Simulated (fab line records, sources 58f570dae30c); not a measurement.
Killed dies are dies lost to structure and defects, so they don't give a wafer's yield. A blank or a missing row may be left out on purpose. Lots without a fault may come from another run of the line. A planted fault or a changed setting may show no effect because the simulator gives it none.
Split-lot experiment | flow berkeley_cmos170 | 5 lots, 23 wafers read, on a route of 331 steps

THE SPLIT
At UCB170_CONTACT_PEB_13, the setting peb_temp_c was moved away from the recipe's 130 C on 7 of the 23 wafers read, by -0.8% to +2.1%. The other wafers ran this setting at the recipe's value.

FROM THE SPLIT TO THE READING: what the file shows between them, 5 steps
- UCB170_CONTACT_DEVELOP_14: develop time 45 s
- UCB170_CONTACT_CD_MEAS_15: target cd 700 nm
- UCB170_CONTACT_ETCH_17: etches BARC in N2/H2
- UCB170_CONTACT_ETCH_18: etches PSG in CHF3/CF4/Ar, stops on TiSi2, target depth 840 nm, time 195 s
- UCB170_CONTACT_STRIP_19: strips in O2

THE READING
cd_nm, in nm, at UCB170_CONTACT_CD_MEAS_90 (target cd 700 nm). Fault-free wafers of this fab line usually give 699.7 nm, standard deviation 1.4 nm.

wafer  | tool, chamber at the split | peb_temp_c as run, C | against the recipe | cd_nm, nm | against lot-mates on the recipe
L075.2 | litho_track-02, 0          | 130                  | recipe             | 699.1     | -
L075.3 | litho_track-02, 0          | 130                  | recipe             | 700.3     | -
L075.4 | litho_track-02, 0          | 132.7                | +2.1%              | 714.5     | +14.8
L075.5 | litho_track-02, 0          | 132.7                | +2.1%              | 715.8     | +16.1
L075.6 | litho_track-02, 0          | 132.7                | +2.1%              | 713.3     | +13.6
L078.1 | litho_track-01, 0          | 130                  | recipe             | 699.3     | -
L078.2 | litho_track-01, 0          | 130                  | recipe             | 699.6     | -
L078.4 | litho_track-01, 0          | 129                  | -0.8%              | 694.8     | -4.5
L078.5 | litho_track-01, 0          | 130                  | recipe             | 699.0     | -
L078.6 | litho_track-01, 0          | 129                  | -0.8%              | 693.4     | -5.9
L079.1 | litho_track-02, 0          | 130                  | recipe             | 700.9     | -
L079.3 | litho_track-02, 0          | 130                  | recipe             | 700.1     | -
L079.4 | litho_track-02, 0          | 131.4                | +1.1%              | 707.3     | +7.6
L079.5 | litho_track-02, 0          | 131.4                | +1.1%              | 709.0     | +9.3
L079.6 | litho_track-02, 0          | 130                  | recipe             | 698.0     | -
L080.2 | litho_track-01, 0          | 130                  | recipe             | 700.4     | -
L080.4 | litho_track-01, 0          | 130                  | recipe             | 699.1     | -
L080.6 | litho_track-01, 0          | 130                  | recipe             | 700.0     | -
L085.2 | litho_track-01, 0          | 130                  | recipe             | 701.7     | -
L085.3 | litho_track-01, 0          | 130                  | recipe             | 700.4     | -
L085.4 | litho_track-01, 0          | 130                  | recipe             | 699.4     | -
L085.5 | litho_track-01, 0          | 130                  | recipe             | 701.6     | -
L085.6 | litho_track-01, 0          | 130                  | recipe             | 698.8     | -

THE FIT
A straight line over all 23 wafers: cd_nm changes by +7.19 nm for each +1% of peb_temp_c; r = +0.99; the points scatter about the line by 1 nm.
The same after taking each lot's own level away (the mean of its wafers on the recipe; 23 wafers): +7.18 nm for each +1%; r = +0.99; scatter 0.97 nm.
On that fit, the largest move of peb_temp_c shifts the reading by 15 nm.
The lots' own levels span 699.30 to 700.38 nm, that is 0.8 times the standard deviation above.
So the lot-to-lot level changes the slope little: the two slopes agree.
Check: with one of the wafers moved furthest among these (+2.1%) left out of the fit, the line predicts +15.1 nm for it against its lot-mates. It came out at +14.8 nm against them.

THE WHOLE CHAIN: every reading that the file lists as answering this split, in the file's order
step                      | what it does                                                               | reading                                                        | change (the file's fit)              | r (the file's)
UCB170_CONTACT_CD_MEAS_15 | target cd 700 nm                                                           | cd_nm                                                          | +7.58 nm for each +1% of the setting | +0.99
UCB170_CONTACT_ETCH_17    | etches BARC in N2/H2                                                       | CONTACT.cd_nm (the simulator's own value, which no gauge read) | +7.36 nm for each +1% of the setting | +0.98
UCB170_CONTACT_ETCH_18    | etches PSG in CHF3/CF4/Ar, stops on TiSi2, target depth 840 nm, time 195 s | CONTACT.cd_nm (the simulator's own value, which no gauge read) | +7.3 nm for each +1% of the setting  | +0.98
UCB170_CONTACT_CD_MEAS_90 | target cd 700 nm                                                           | cd_nm                                                          | +7.25 nm for each +1% of the setting | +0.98

THE FILE'S OWN FIT
cd_nm changes by +7.25 nm for each +1% of peb_temp_c, r = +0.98.
